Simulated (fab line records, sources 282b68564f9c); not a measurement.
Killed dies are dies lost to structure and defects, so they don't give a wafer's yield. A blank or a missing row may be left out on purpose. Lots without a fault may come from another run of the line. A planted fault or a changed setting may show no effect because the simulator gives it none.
fab line records | flow rit_cmos
record lots=5 wafers=23
route steps=202 shown PLDD@122 NSD@132 SDANNEAL@156 PSD@157 M1@190
start_h: hours from the record's first day to the start of the lot's first wafer shown | wait_h: hours since the lot's step before | " the same as in the row above | L1.1+2: a row that stands for several wafers | - no value, or no start given | * or withheld: withheld | < > ~ a bound
route shown NAME@n: a module of which the file shows steps, and the number in the route of the first | usual: mean/standard deviation of fault-free wafers | same: alike in all rows | chamber/n: place in a boat | sites: the reading at each site | _std_site: their standard deviation | _edge_site: outer sites' mean less inner sites' | radius_mm: how far each site lies from the wafer's centre | mask NAME#n: copy n | behind: the tool/chamber that last shaped the wafer | hold: why the lot was held/for how many hours/how that ended | device: the transistor (n, p or np) that didn't switch | end of line: the same wafers' tests at the end of the route | a step without rows: its recipe alone | killed: dies lost to structure and defects at the first sort, not the wafer's yield | map: a wafer's dies, x killed, . not, _ none there
set.NAME: the setting as run; set.NAME@STEP: as run at that earlier step | model.NAME: the simulator's own value behind a step, which no gauge read
lots whose settings were changed on purpose; a table a step, a row a wafer
## steps
# step RIT_PLDD_IMPLANT_08
# recipe species=BF2 energy_kev=20 dose_cm2=9e+14 tilt_deg=7
# columns lot.wafer tool chamber start_h wait_h set.dose_cm2
L074.1+5 implanter-04 0 46.17 0.1 9e+14
L074.3+4+6 " 0 " " 9.595e+14
L075.3+5+6 implanter-04 0 59.63 0.1 9e+14
L081.1+2 implanter-02 0 89.68 0.1 9e+14
L081.3+5+6 " 0 " " 9.59e+14
L083.1+3+4 implanter-04 0 105.13 0.1 8.6e+14
L083.2+5 " 0 " " 9e+14
L085.2+5+6 implanter-02 0 105.93 0.1 8.64e+14
L085.3+4 " 0 " " 9e+14
# step RIT_PLDD_STRIP_09
# recipe chemistry=O2 time_s=180 resist=NOVOLAK platen_temp_c=withheld power_w=500 pressure_mtorr=4000 o2_flow_sccm=4000
# step RIT_PLDD_TW_MEAS_10
# usual PLDD_TW=2341/10
# columns lot.wafer tool chamber start_h wait_h set.dose_cm2@PLDD_IMPLANT_08 PLDD_TW
L074.1 film_metro-02 - 46.50 0.1 9e+14 2330
L074.3 " - " " 9.595e+14 2371
L074.4 " - " " 9.595e+14 2371
L074.5 " - " " 9e+14 2333
L074.6 " - " " 9.595e+14 2366
L075.3 film_metro-03 - 59.93 0.1 9e+14 2356
L075.5 " - " " 9e+14 2347
L075.6 " - " " 9e+14 2359
L081.1 film_metro-01 - 90.00 0.1 9e+14 2327
L081.2 " - " " 9e+14 2343
L081.3 " - " " 9.59e+14 2374
L081.5 " - " " 9.59e+14 2357
L081.6 " - " " 9.59e+14 2371
L083.1 film_metro-01 - 105.46 0.1 8.6e+14 2308
L083.2 " - " " 9e+14 2337
L083.3 " - " " 8.6e+14 2301
L083.4 " - " " 8.6e+14 2317
L083.5 " - " " 9e+14 2340
L085.2 film_metro-02 - 106.24 0.1 8.64e+14 2305
L085.3 " - " " 9e+14 2350
L085.4 " - " " 9e+14 2337
L085.5 " - " " 8.64e+14 2320
L085.6 " - " " 8.64e+14 2321
# step RIT_NSD_COAT_01
# recipe resist=NOVOLAK spin_rpm=3250 resist_thk_nm=1000
# columns lot.wafer tool chamber start_h wait_h set.spin_rpm model.NOVOLAK_of_NSD_COAT_01.thk_nm
L074.1 litho_track-03 0 49.81 0.1 3250 998.4
L074.3+6 " 0 " " 3135 1017
L074.4 " 0 " " 3250 1002
L074.5 " 0 " " 3250 997.5
L075.3 litho_track-01 0 62.68 0.1 3250 997.3
L075.5 " 0 " " 3250 996.9
L075.6 " 0 " " 3250 993.4
L081.1 litho_track-04 0 92.91 0.1 3435 970.3
L081.2 " 0 " " 3250 999.2
L081.3 " 0 " " 3250 1002
L081.5 " 0 " " 3435 975.6
L081.6 " 0 " " 3250 1001
L083.1 litho_track-03 0 108.16 0.1 3250 999.8
L083.2+4 " 0 " " 3171 1013
L083.3 " 0 " " 3171 1006
L083.5 " 0 " " 3250 997.6
L085.2 litho_track-03 0 110.10 0.1 3250 1000
L085.3 " 0 " " 3384 980.7
L085.4 " 0 " " 3384 978.8
L085.5 " 0 " " 3384 980
L085.6 " 0 " " 3250 998.9
# step RIT_NSD_SOFTBAKE_02
# recipe resist=NOVOLAK temp_c=90 time_s=58.81
# step RIT_NSD_EXPOSE_03
# recipe mask_id=M9 na=0.57 target_cd_nm=40700 dose_mj=250
# step RIT_NSD_DEVELOP_05
# recipe resist=NOVOLAK develop_time_s=50 dev_temp_c=23
# step RIT_NSD_HARDBAKE_07
# recipe resist=NOVOLAK temp_c=140 time_s=60
# columns lot.wafer tool chamber start_h wait_h set.spin_rpm@NSD_COAT_01 model.NOVOLAK_of_NSD_COAT_01.thk_nm
L074.1 litho_track-04 0 50.92 0.0 3250 882.4
L074.3 " 0 " " 3135 898.7
L074.4 " 0 " " 3250 885.1
L074.5 " 0 " " 3250 881.6
L074.6 " 0 " " 3135 899
L075.3 litho_track-03 0 63.42 0.1 3250 881.5
L075.5 " 0 " " 3250 881
L075.6 " 0 " " 3250 878
L081.1 litho_track-03 0 93.65 0.0 3435 857.8
L081.2 " 0 " " 3250 883.1
L081.3 " 0 " " 3250 885.5
L081.5 " 0 " " 3435 862.4
L081.6 " 0 " " 3250 884.5
L083.1 litho_track-03 0 108.90 0.0 3250 883.6
L083.2+4 " 0 " " 3171 894.9
L083.3 " 0 " " 3171 889.3
L083.5 " 0 " " 3250 881.7
L085.2 litho_track-03 0 111.27 0.4 3250 884.1
L085.3 " 0 " " 3384 866.9
L085.4 " 0 " " 3384 865.2
L085.5 " 0 " " 3384 866.3
L085.6 " 0 " " 3250 882.8
# step RIT_NSD_IMPLANT_08
# recipe species=P energy_kev=25 dose_cm2=1e+15 tilt_deg=7
# columns lot.wafer tool chamber start_h wait_h set.dose_cm2
L074.1+3 implanter-03 0 51.07 0.1 1.049e+15
L074.4+5+6 " 0 " " 1e+15
L075.3+5+6 implanter-02 0 63.57 0.1 1e+15
L081.1+5+6 implanter-01 0 93.80 0.1 9.733e+14
L081.2+3 " 0 " " 1e+15
L083.1+3 implanter-03 0 109.05 0.1 1e+15
L083.2+4+5 " 0 " " 9.743e+14
L085.2+5 implanter-01 0 111.42 0.1 9.332e+14
L085.3+4+6 " 0 " " 1e+15
# step RIT_NSD_STRIP_09
# recipe chemistry=O2 time_s=180 resist=NOVOLAK platen_temp_c=withheld power_w=500 pressure_mtorr=4000 o2_flow_sccm=4000
# step RIT_NSD_TW_MEAS_10
# usual NSD_TW=3114/13
# columns lot.wafer tool chamber start_h wait_h set.dose_cm2@NSD_IMPLANT_08 NSD_TW
L074.1 film_metro-03 - 51.39 0.1 1.049e+15 3162
L074.3 " - " " 1.049e+15 3164
L074.4 " - " " 1e+15 3110
L074.5 " - " " 1e+15 3113
L074.6 " - " " 1e+15 3132
L075.3 film_metro-03 - 63.86 0.1 1e+15 3116
L075.5 " - " " 1e+15 3109
L075.6 " - " " 1e+15 3122
L081.1 film_metro-03 - 94.13 0.1 9.733e+14 3106
L081.2 " - " " 1e+15 3132
L081.3 " - " " 1e+15 3126
L081.5 " - " " 9.733e+14 3118
L081.6 " - " " 9.733e+14 3138
L083.1 film_metro-03 - 109.37 0.1 1e+15 3119
L083.2 " - " " 9.743e+14 3092
L083.3 " - " " 1e+15 3100
L083.4 " - " " 9.743e+14 3086
L083.5 " - " " 9.743e+14 3081
L085.2 film_metro-01 - 111.73 0.1 9.332e+14 3063
L085.3 " - " " 1e+15 3107
L085.4 " - " " 1e+15 3093
L085.5 " - " " 9.332e+14 3046
L085.6 " - " " 1e+15 3100
# step RIT_SDANNEAL_RTA_03
# recipe temp_c=1050 time_s=5 idle_temp_c=600 ramp_up_c_per_s=342 ramp_down_c_per_s=171 cool_to_c=600 ambient=N2
# columns lot.wafer tool chamber start_h wait_h set.time_s
L074.1+4 rtp_anneal-02 0 53.37 0.0 5
L074.3+5+6 " 0 " " 4.624
L075.3+5+6 rtp_anneal-01 0 65.85 0.0 5
L081.1+2+5 rtp_anneal-02 0 96.17 0.0 5
L081.3+6 " 0 " " 5.645
L083.1+4 rtp_anneal-01 0 111.59 0.0 4.685
L083.2+3+5 " 0 " " 5
L085.2+3+4+5+6 rtp_anneal-01 0 113.57 0.0 5
# step RIT_SDANNEAL_RS_MEAS_04
# recipe thk_meas_gauge=four-point-probe
# usual PSD_RS=115.7/0.34
# columns lot.wafer tool chamber start_h wait_h set.time_s@SDANNEAL_RTA_03 PSD_RS[ohm/sq]
L074.1 film_metro-02 - 53.42 0.0 5 116.0
L074.3 " - " " 4.624 117.0
L074.4 " - " " 5 115.5
L074.5 " - " " 4.624 116.9
L074.6 " - " " 4.624 117.0
L075.3 film_metro-01 - 65.93 0.1 5 114.9
L075.5 " - " " 5 114.9
L075.6 " - " " 5 115.1
L081.1 film_metro-03 - 96.23 0.0 5 115.3
L081.2 " - " " 5 115.8
L081.3 " - " " 5.645 113.8
L081.5 " - " " 5 115.6
L081.6 " - " " 5.645 114.0
L083.1 film_metro-03 - 111.65 0.0 4.685 116.4
L083.2 " - " " 5 115.4
L083.3 " - " " 5 115.6
L083.4 " - " " 4.685 116.3
L083.5 " - " " 5 115.8
L085.2 film_metro-02 - 113.64 0.1 5 115.8
L085.3 " - " " 5 116.1
L085.4 " - " " 5 115.7
L085.5 " - " " 5 115.4
L085.6 " - " " 5 115.9
# step RIT_SDANNEAL_RS_MEAS_05
# recipe thk_meas_gauge=four-point-probe
# usual NSD_RS=84.65/0.24
# columns lot.wafer tool chamber start_h wait_h set.dose_cm2@NSD_IMPLANT_08 NSD_RS[ohm/sq]
L074.1 film_metro-02 - 53.54 0.1 1.049e+15 81.48
L074.3 " - " " 1.049e+15 81.71
L074.4 " - " " 1e+15 84.60
L074.5 " - " " 1e+15 84.52
L074.6 " - " " 1e+15 84.81
L075.3 film_metro-01 - 66.05 0.1 1e+15 84.63
L075.5 " - " " 1e+15 84.69
L075.6 " - " " 1e+15 84.63
L081.1 film_metro-03 - 96.35 0.1 9.733e+14 86.24
L081.2 " - " " 1e+15 84.15
L081.3 " - " " 1e+15 84.69
L081.5 " - " " 9.733e+14 86.21
L081.6 " - " " 9.733e+14 85.55
L083.1 film_metro-03 - 111.77 0.1 1e+15 84.68
L083.2 " - " " 9.743e+14 86.41
L083.3 " - " " 1e+15 84.81
L083.4 " - " " 9.743e+14 86.60
L083.5 " - " " 9.743e+14 86.24
L085.2 film_metro-02 - 113.76 0.1 9.332e+14 89.72
L085.3 " - " " 1e+15 84.85
L085.4 " - " " 1e+15 85.07
L085.5 " - " " 9.332e+14 89.65
L085.6 " - " " 1e+15 84.85
# step RIT_SDANNEAL_RS_MEAS_06
# recipe thk_meas_gauge=four-point-probe
# usual PLDD_RS=178.8/0.5
# columns lot.wafer tool chamber start_h wait_h set.dose_cm2@PLDD_IMPLANT_08 PLDD_RS[ohm/sq]
L074.1 film_metro-02 - 53.66 0.1 9e+14 179.1
L074.3 " - " " 9.595e+14 175.2
L074.4 " - " " 9.595e+14 173.7
L074.5 " - " " 9e+14 180.4
L074.6 " - " " 9.595e+14 174.5
L075.3 film_metro-01 - 66.17 0.1 9e+14 177.8
L075.5 " - " " 9e+14 177.5
L075.6 " - " " 9e+14 177.8
L081.1 film_metro-03 - 96.47 0.1 9e+14 178.7
L081.2 " - " " 9e+14 178.5
L081.3 " - " " 9.59e+14 171.0
L081.5 " - " " 9.59e+14 173.0
L081.6 " - " " 9.59e+14 171.4
L083.1 film_metro-03 - 111.89 0.1 8.6e+14 183.1
L083.2 " - " " 9e+14 178.1
L083.3 " - " " 8.6e+14 183.1
L083.4 " - " " 8.6e+14 183.6
L083.5 " - " " 9e+14 178.5
L085.2 film_metro-02 - 113.88 0.1 8.64e+14 182.7
L085.3 " - " " 9e+14 179.4
L085.4 " - " " 9e+14 178.8
L085.5 " - " " 8.64e+14 182.9
L085.6 " - " " 8.64e+14 182.9
# step RIT_M1_EXPOSE_06
# recipe mask_id=M12 na=0.6 source_shape=conventional sigma_outer=0.5 target_cd_nm=2600 dose_mj=250
# columns lot.wafer tool chamber start_h wait_h mask set.dose_mj
L074.1+3+4+5+6 iline_stepper-01 0 57.75 0.2 M12#0 250
L075.3+5+6 iline_stepper-01 0 70.22 0.1 M12#0 250
L081.1+3+5 iline_stepper-01 0 100.74 0.2 M12#0 238.2
L081.2+6 " 0 " " M12#0 250
L083.1+2+3+4+5 iline_stepper-01 0 115.87 0.1 M12#0 250
L085.2+6 iline_stepper-02 0 117.83 0.1 M12#0 236.8
L085.3+4+5 " 0 " " M12#0 250
# step RIT_M1_PEB_07
# recipe resist=NOVOLAK temp_c=withheld time_s=withheld
# step RIT_M1_DEVELOP_08
# recipe resist=NOVOLAK develop_time_s=68 dev_temp_c=23
# step RIT_M1_CD_MEAS_09
# recipe target_cd_nm=2600
# usual cd_nm=2600.4/2
# columns lot.wafer tool chamber start_h wait_h set.dose_mj@M1_EXPOSE_06 cd_nm
L074.1 cd_sem-01 - 58.18 - 250 2604.0
L074.3 " - " " 250 2602.5
L074.4 " - " " 250 2600.4
L074.5 " - " " 250 2602.3
L074.6 " - " " 250 2604.0
L075.3 cd_sem-01 - 70.65 - 250 2600.5
L075.5 " - " " 250 2599.4
L075.6 " - " " 250 2599.5
L081.1 cd_sem-02 - 101.33 - 238.2 2613.1
L081.2 " - " " 250 2600.5
L081.3 " - " " 238.2 2613.3
L081.5 " - " " 238.2 2614.0
L081.6 " - " " 250 2599.1
L083.1 cd_sem-02 - 116.30 - 250 2601.6
L083.2 " - " " 250 2600.9
L083.3 " - " " 250 2601.5
L083.4 " - " " 250 2602.5
L083.5 " - " " 250 2600.2
L085.2 cd_sem-01 - 118.26 - 236.8 2614.8
L085.3 " - " " 250 2599.1
L085.4 " - " " 250 2599.0
L085.5 " - " " 250 2598.7
L085.6 " - " " 236.8 2615.9
# step RIT_M1_METAL_ETCH_12
# recipe stop_on=SiO2 chemistry=Cl2/BCl3 target=Al time_s=165 over_etch_frac=0.5 pressure_mtorr=100 target_depth_a=6000 rf_w=250 Cl2_flow_sccm=60 bcl3_flow_sccm=50
# columns lot.wafer tool chamber start_h wait_h set.rf_w set.dose_mj@M1_EXPOSE_06 model.M1.cd_nm model.NOVOLAK_of_M1_COAT_04.thk_nm
L074.1 rie_metal-02 0 58.59 0.2 250 250 2601 819.2
L074.3 " 1 " " 250 250 2602 823.4
L074.4 " 0 " " 250 250 2599 815.8
L074.5 " 0 " " 250 250 2601 814.2
L074.6 " 1 " " 250 250 2602 819.2
L075.3 rie_metal-03 1 71.07 0.2 250 250 2600 821.9
L075.5 " 0 " " 250 250 2602 815.3
L075.6 " 1 " " 250 250 2601 820
L081.1 rie_metal-02 0 101.74 0.2 250 238.2 2611 806.7
L081.2 " 1 " " 263.3 250 2597 797.2
L081.3 " 1 " " 250 238.2 2612 810.8
L081.5 " 1 " " 263.3 238.2 2610 795.2
L081.6 " 0 " " 263.3 250 2594 791.3
L083.1 rie_metal-02 0 116.72 0.2 250 250 2598 805
L083.2 " 1 " " 250 250 2599 808.9
L083.3 " 0 " " 250 250 2599 804.9
L083.4 " 1 " " 250 250 2601 806.7
L083.5 " 0 " " 250 250 2597 805.1
L085.2 rie_metal-04 0 118.65 0.2 224.8 236.8 2621 849.7
L085.3 " 0 " " 250 250 2600 821.8
L085.4 " 1 " " 250 250 2600 812.8
L085.5 " 0 " " 224.8 250 2606 852.5
L085.6 " 1 " " 250 236.8 2619 819.2
# step RIT_M1_STRIP_13
# recipe chemistry=nmp resist=NOVOLAK temp_c=80 time_s=600 dry=n2_spin
# step RIT_M1_STRIP_14
# recipe chemistry=O2 time_s=180 platen_temp_c=withheld power_w=500 pressure_mtorr=4000 o2_flow_sccm=4000
# step RIT_M1_CD_MEAS_90
# recipe target_cd_nm=2600
# usual cd_nm=2601/3
# columns lot.wafer tool chamber start_h wait_h set.dose_mj@M1_EXPOSE_06 cd_nm
L074.1 cd_sem-02 - 59.16 0.1 250 2602
L074.3 " - " " 250 2602
L074.4 " - " " 250 2598
L074.5 " - " " 250 2601
L074.6 " - " " 250 2602
L075.3 cd_sem-02 - 71.60 0.1 250 2600
L075.5 " - " " 250 2602
L075.6 " - " " 250 2601
L081.1 cd_sem-02 - 102.25 0.1 238.2 2611
L081.2 " - " " 250 2597
L081.3 " - " " 238.2 2612
L081.5 " - " " 238.2 2610
L081.6 " - " " 250 2594
L083.1 cd_sem-02 - 117.30 0.2 250 2598
L083.2 " - " " 250 2599
L083.3 " - " " 250 2599
L083.4 " - " " 250 2602
L083.5 " - " " 250 2597
L085.2 cd_sem-02 - 119.18 0.1 236.8 2621
L085.3 " - " " 250 2600
L085.4 " - " " 250 2601
L085.5 " - " " 250 2606
L085.6 " - " " 236.8 2619
## key
split step=RIT_PLDD_IMPLANT_08 setting=dose_cm2 stated=9e+14 by=wafer
response step=RIT_PLDD_TW_MEAS_10 reading=PLDD_TW change=+5.79 per=1% r=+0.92
response step=RIT_SDANNEAL_RS_MEAS_06 reading=PLDD_RS change=-0.946 per=1% r=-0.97
split step=RIT_NSD_COAT_01 setting=spin_rpm stated=3250 by=wafer
response step=RIT_NSD_COAT_01 reading=model.NOVOLAK_of_NSD_COAT_01.thk_nm change=-4.9 per=1% r=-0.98
response step=RIT_NSD_HARDBAKE_07 reading=model.NOVOLAK_of_NSD_COAT_01.thk_nm change=-4.28 per=1% r=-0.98
split step=RIT_NSD_IMPLANT_08 setting=dose_cm2 stated=1e+15 by=wafer
response step=RIT_NSD_TW_MEAS_10 reading=NSD_TW change=+7.38 per=1% r=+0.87
response step=RIT_SDANNEAL_RS_MEAS_05 reading=NSD_RS change=-0.671 per=1% r=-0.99
split step=RIT_SDANNEAL_RTA_03 setting=time_s stated=5 by=wafer
response step=RIT_SDANNEAL_RS_MEAS_04 reading=PSD_RS change=-0.131 per=1% r=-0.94
split step=RIT_M1_EXPOSE_06 setting=dose_mj stated=250 by=wafer
response step=RIT_M1_CD_MEAS_09 reading=cd_nm change=-3.02 per=1% r=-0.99
response step=RIT_M1_METAL_ETCH_12 reading=model.M1.cd_nm change=-3.34 per=1% r=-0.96
response step=RIT_M1_CD_MEAS_90 reading=cd_nm change=-3.31 per=1% r=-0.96
split step=RIT_M1_METAL_ETCH_12 setting=rf_w stated=250 by=wafer
response step=RIT_M1_METAL_ETCH_12 reading=model.NOVOLAK_of_M1_COAT_04.thk_nm change=-3.15 per=1% r=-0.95
